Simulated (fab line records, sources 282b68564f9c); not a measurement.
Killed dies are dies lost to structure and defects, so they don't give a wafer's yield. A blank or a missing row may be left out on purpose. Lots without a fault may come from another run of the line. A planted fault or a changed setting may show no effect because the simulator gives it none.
Which tool did it? | flow rit_cmos | 14 lots, 42 wafers sampled, at 4 steps of a route of 202

WHAT THE GAUGES READ, wafer by wafer
RIT_FOX2_THK_MEAS_01.
lot  | measured    | on            | FOX2_OXIDE_THK (nm)
L764 | day 1 18:26 | film_metro-02 | 353 351 355
L765 | day 2 01:40 | film_metro-03 | 352 353 354
L766 | day 2 07:49 | film_metro-02 | 354 351 355
L769 | day 2 20:14 | film_metro-03 | 321 327 318
L771 | day 3 06:21 | film_metro-02 | 321 312 322
L772 | day 3 11:33 | film_metro-02 | 354 351 351
L778 | day 4 17:16 | film_metro-03 | 347 340 347
L779 | day 4 21:20 | film_metro-03 | 360 365 357
L780 | day 5 03:49 | film_metro-02 | 353 351 348
L781 | day 5 07:28 | film_metro-04 | 355 355 353
L784 | day 5 22:56 | film_metro-04 | 343 339 338
L785 | day 6 04:52 | film_metro-04 | 354 357 357
L786 | day 6 08:36 | film_metro-03 | 357 362 359
L787 | day 6 13:37 | film_metro-04 | 360 352 355

RIT_FOX2_THK_MEAS_90.
lot  | measured    | on            | FIELD_OXIDE_LEFT_1_THK (nm)
L764 | day 1 19:23 | film_metro-03 | 326 324 328
L765 | day 2 02:32 | film_metro-02 | 324 325 326
L766 | day 2 08:46 | film_metro-02 | 326 324 327
L769 | day 2 21:07 | film_metro-03 | 294 300 291
L771 | day 3 07:18 | film_metro-03 | 294 285 294
L772 | day 3 12:26 | film_metro-03 | 327 324 324
L778 | day 4 18:08 | film_metro-03 | 320 313 320
L779 | day 4 22:17 | film_metro-03 | 333 338 330
L780 | day 5 04:41 | film_metro-04 | 326 325 321
L781 | day 5 08:21 | film_metro-03 | 328 328 326
L784 | day 5 23:49 | film_metro-04 | 315 311 310
L785 | day 6 05:44 | film_metro-02 | 327 330 329
L786 | day 6 09:29 | film_metro-03 | 329 334 331
L787 | day 6 14:38 | film_metro-04 | 332 325 328

RIT_FOX2_THK_MEAS_91.
lot  | measured    | on            | FIELD_OXIDE_LEFT_2_THK (nm)
L764 | day 2 08:47 | film_metro-04 | 258 256 260
L765 | day 2 15:05 | film_metro-02 | 256 257 259
L766 | day 2 21:31 | film_metro-02 | 258 256 259
L769 | day 3 09:30 | film_metro-03 | 227 233 223
L771 | day 3 19:49 | film_metro-03 | 226 217 227
L772 | day 4 00:43 | film_metro-02 | 258 256 255
L778 | day 5 06:32 | film_metro-04 | 252 244 252
L779 | day 5 10:40 | film_metro-02 | 265 270 262
L780 | day 5 17:53 | film_metro-04 | 258 256 252
L781 | day 5 21:01 | film_metro-03 | 261 262 259
L784 | day 6 12:46 | film_metro-03 | 248 244 243
L785 | day 6 18:14 | film_metro-03 | 259 262 261
L786 | day 6 22:48 | film_metro-02 | 261 266 264
L787 | day 7 02:46 | film_metro-03 | 265 257 260

WHICH TOOL RAN EACH LOT (tool, then ch and the chambers of the sampled wafers, then the start)
lot  | RIT_FOX2_OXIDATION_00
L764 | furnace-01 ch 0, day 1 17:07
L765 | furnace-04 ch 0, day 2 00:20
L766 | furnace-01 ch 0, day 2 06:29
L769 | furnace-04 ch 0, day 2 18:56
L771 | furnace-04 ch 0, day 3 05:02
L772 | furnace-01 ch 0, day 3 10:14
L778 | furnace-01 ch 0, day 4 15:56
L779 | furnace-01 ch 0, day 4 20:02
L780 | furnace-01 ch 0, day 5 02:30
L781 | furnace-01 ch 0, day 5 06:08
L784 | furnace-02 ch 0, day 5 21:36
L785 | furnace-04 ch 0, day 6 03:33
L786 | furnace-04 ch 0, day 6 07:17
L787 | furnace-04 ch 0, day 6 12:18
- RIT_FOX2_OXIDATION_00: target thk 350.7 nm, ox time 1130 s.

WHAT THE TOOLS THEMSELVES READ (means of the sampled wafers that have a number; where no wafer has one, the mark that the record gives instead)
RIT_FOX2_OXIDATION_00.
lot  | tool       | spike_tc_centre_C (C) | spike_tc_load_C (C) | spike_tc_source_C (C) | tube_center_temp_C (C) | tube_center_temp_C_max
L764 | furnace-01 | 1103.8                | 1130.3              | 1130.6                | 1100                   | 1102.8
L765 | furnace-04 | 1100.8                | 1129.5              | 1131.8                | 1100                   | 1102.8
L766 | furnace-01 | 1103.7                | 1131.5              | 1130.7                | 1100                   | 1103.3
L769 | furnace-04 | 1076.0                | 1104.4              | 1106.5                | 1075                   | 1077.5
L771 | furnace-04 | 1074.8                | 1104.0              | 1107.7                | 1075                   | 1078.3
L772 | furnace-01 | 1103.0                | 1129.8              | 1131.1                | 1100                   | 1102.5
L778 | furnace-01 | 1102.8                | 1131.5              | 1130.5                | 1100                   | 1103.2
L779 | furnace-01 | 1102.8                | 1131.8              | 1131.2                | 1100                   | 1102.9
L780 | furnace-01 | 1102.7                | 1131.4              | 1130.5                | 1100                   | 1103.1
L781 | furnace-01 | 1104.1                | 1130.8              | 1130.8                | 1100                   | 1103.1
L784 | furnace-02 | 1103.8                | 1131.7              | 1128.0                | 1100                   | 1103.0
L785 | furnace-04 | 1102.3                | 1129.0              | 1133.2                | 1100                   | 1102.5
L786 | furnace-04 | 1101.5                | 1129.6              | 1131.3                | 1100                   | 1103.1
L787 | furnace-04 | 1100.4                | 1128.8              | 1131.6                | 1100                   | 1102.6

THE ANSWER, worked out from the rows above alone
Rule: what is usual is taken from the lots themselves. Put in order of their means at a reading, lots are off if they are a third of the lots or fewer, leave a main group of 4 or more, and stand apart from it by a gap of 3 or more times the standard deviation of the main group's means; of several such gaps the widest counts. A main group whose means are all the same, to the digits that the tables above print for the reading, isn't used. A lot without any number at a reading at which 4 lots or more have one is off too. The other lots that the step has rows for count as sound. The gauges are gone through in route order, then the tools' own readings, and for those a lot's mean is taken as printed above. The first step at which some lot is off is used, and at that step the reading that is off furthest; a lot without a number counts as furthest.
Off: L769, L771, at RIT_FOX2_THK_MEAS_01 (FOX2_OXIDE_THK). The main group: mean 353 nm, standard deviation 5.5.
A tool fits if, at a process step before that reading, it ran every lot that is off, and no sound lot after the first of them. The gauges at RIT_FOX2_THK_MEAS_01 aren't tried: what is off there is off at RIT_FOX2_OXIDATION_00 too, on other tools, and a gauge's error can't cause that. None of those tried fits.

WHAT THE SIMULATOR HAD PUT IN
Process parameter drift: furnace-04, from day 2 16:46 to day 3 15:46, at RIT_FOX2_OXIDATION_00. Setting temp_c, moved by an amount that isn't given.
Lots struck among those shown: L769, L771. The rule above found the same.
